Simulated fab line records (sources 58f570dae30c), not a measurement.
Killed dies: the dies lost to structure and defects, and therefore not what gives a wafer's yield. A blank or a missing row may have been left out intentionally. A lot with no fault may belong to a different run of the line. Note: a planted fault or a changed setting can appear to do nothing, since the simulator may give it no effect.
Chamber matching | flow berkeley-cmos170 | UCB170_V1_CMP_02 on cmp-02: 4 sister chambers
The step polishes SiO2. 8 wafers are shown with their chamber, then 7 later ones without.

WAFERS, EACH WITH ITS CHAMBER
wafer  | chamber | motor-current-A (A)
L576.3 | 2       | 15.8
L576.4 | 1       | 15.6
L580.6 | 0       | 18.0
L578.2 | 3       | 17.9
L578.5 | 0       | 17.7
L578.6 | 3       | 16.3
L585.1 | 1       | 16.8
L585.2 | 2       | 14.9

WAFERS WHOSE CHAMBER IS MISSING
wafer  | motor-current-A (A)
L585.5 | 16.7
L588.1 | 15.8
L588.2 | 16.9
L588.3 | 17.5
L589.2 | 18.8
L589.4 | 16.3
L589.6 | 16.0

WHICH CHAMBER EACH WENT THROUGH
wafer  | from the rows above               | in truth
L585.5 | can't be placed: 3 or 1 or 0 or 2 | 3
L588.1 | can't be placed: 1 or 2 or 3      | 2
L588.2 | can't be placed: 3 or 1 or 0 or 2 | 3
L588.3 | can't be placed: 0 or 3 or 1      | 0
L589.2 | can't be placed: 0 or 3           | 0
L589.4 | can't be placed: 1 or 3 or 2 or 0 | 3
L589.6 | can't be placed: 1 or 2 or 3      | 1
Correct placement for 0 of the 7. From these rows, 7 cannot be placed; in 7 the true chamber is one of the candidates. Placed wrongly: 0.
How it was worked out, from the rows above alone: a wafer's distance from a chamber is the root of the sum, over the readings, of the square of ((its reading less the chamber's mean) divided by the reading's scatter). The wafer belongs to the nearest chamber; if the next one is less than 2 further off, it can't be placed. For every chamber, the mean is computed from those of its wafers that are shown. How the scatter is found: for the shown wafers, subtract from each reading the mean of its chamber, square and add these, divide the total by (wafers less chambers), then take the root.
